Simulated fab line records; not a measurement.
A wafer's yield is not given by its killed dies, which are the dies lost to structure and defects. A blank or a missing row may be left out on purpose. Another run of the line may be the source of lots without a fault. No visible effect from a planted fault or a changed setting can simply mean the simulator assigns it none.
Which tool is to blame?	flow berkeley-cmos170	Sampling: 7 lots, 21 wafers, 4 of 331 route steps

## WHAT THE GAUGES SHOWED, per wafer
UCB170_CONTACT_CD_MEAS_15: target cd 700 nm.
lot	measured	on	cd-nm (nm)
L289	day 8 22:39	cd-sem-01	697.8 697.5 697.8
L288	day 9 01:07	cd-sem-02	699.1 700.4 701.1
L292	day 9 18:41	cd-sem-02	700.1 702.1 703.0
L291	day 9 18:18	cd-sem-02	727.3 720.4 712.1
L302	day 11 08:39	cd-sem-01	701.7 702.8 701.5
L304	day 11 22:56	cd-sem-02	701.1 700.8 700.8
L306	day 12 13:39	cd-sem-02	702.3 701.9 701.6

## TOOL THAT RAN EACH LOT (tool first, then ch and the chambers of the sampled wafers, then the start)
lot	UCB170_SILICIDE_RTA_04	UCB170_CONTACT_RTA_08	UCB170_CONTACT_EXPOSE_12
L289	rtp-anneal-02 ch 0, day 8 18:04	rtp-anneal-01 ch 0, day 8 20:59	krf-scanner-01 ch 0, day 8 21:37
L288	rtp-anneal-02 ch 0, day 8 18:35	rtp-anneal-02 ch 0, day 8 22:51	krf-scanner-01 ch 0, day 8 23:50
L292	rtp-anneal-02 ch 0, day 9 11:43	rtp-anneal-02 ch 0, day 9 15:31	krf-scanner-02 ch 0, day 9 17:13
L291	rtp-anneal-02 ch 0, day 9 12:11	rtp-anneal-01 ch 0, day 9 15:29	krf-scanner-01 ch 0, day 9 16:59
L302	rtp-anneal-01 ch 0, day 11 00:37	rtp-anneal-02 ch 0, day 11 05:57	krf-scanner-02 ch 0, day 11 06:56
L304	rtp-anneal-02 ch 0, day 11 17:37	rtp-anneal-02 ch 0, day 11 21:18	krf-scanner-02 ch 0, day 11 21:56
L306	rtp-anneal-02 ch 0, day 12 08:02	rtp-anneal-02 ch 0, day 12 11:53	krf-scanner-02 ch 0, day 12 12:53
- UCB170_SILICIDE_RTA_04: time 15 s.
- UCB170_CONTACT_RTA_08: time 10 s.
- UCB170_CONTACT_EXPOSE_12: exposes mask CONT, target cd 700 nm.

## THE ANSWER, worked out from the rows above alone
Rule: the lots themselves supply what counts as usual. Put in order of their means at a reading, lots are off if they are a third of the lots or fewer, leave a main group of 4 or more, and stand apart from it by a gap of 3 or more times the standard deviation of the main group's means; of several such gaps the widest counts. The tables above print the reading to a certain number of digits; a main group whose means all agree to those digits is not used. A lot without any number at a reading at which 4 lots or more have one is off too. Where the step has rows for the other lots, those lots are counted as sound.
Off: L291, at UCB170_CONTACT_CD_MEAS_15 (cd-nm). The main group: mean 700.7 nm, standard deviation 1.5.
If a tool, at a process step before that reading, ran all the lots that are off and no sound lot after the first of them, it fits. The gauges at UCB170_CONTACT_CD_MEAS_15 are tried like those tools. Undecided on this evidence; 2 tools fit (rtp-anneal-01 at UCB170_CONTACT_RTA_08, krf-scanner-01 at UCB170_CONTACT_EXPOSE_12).

## WHAT HAD BEEN PUT IN BY THE SIMULATOR
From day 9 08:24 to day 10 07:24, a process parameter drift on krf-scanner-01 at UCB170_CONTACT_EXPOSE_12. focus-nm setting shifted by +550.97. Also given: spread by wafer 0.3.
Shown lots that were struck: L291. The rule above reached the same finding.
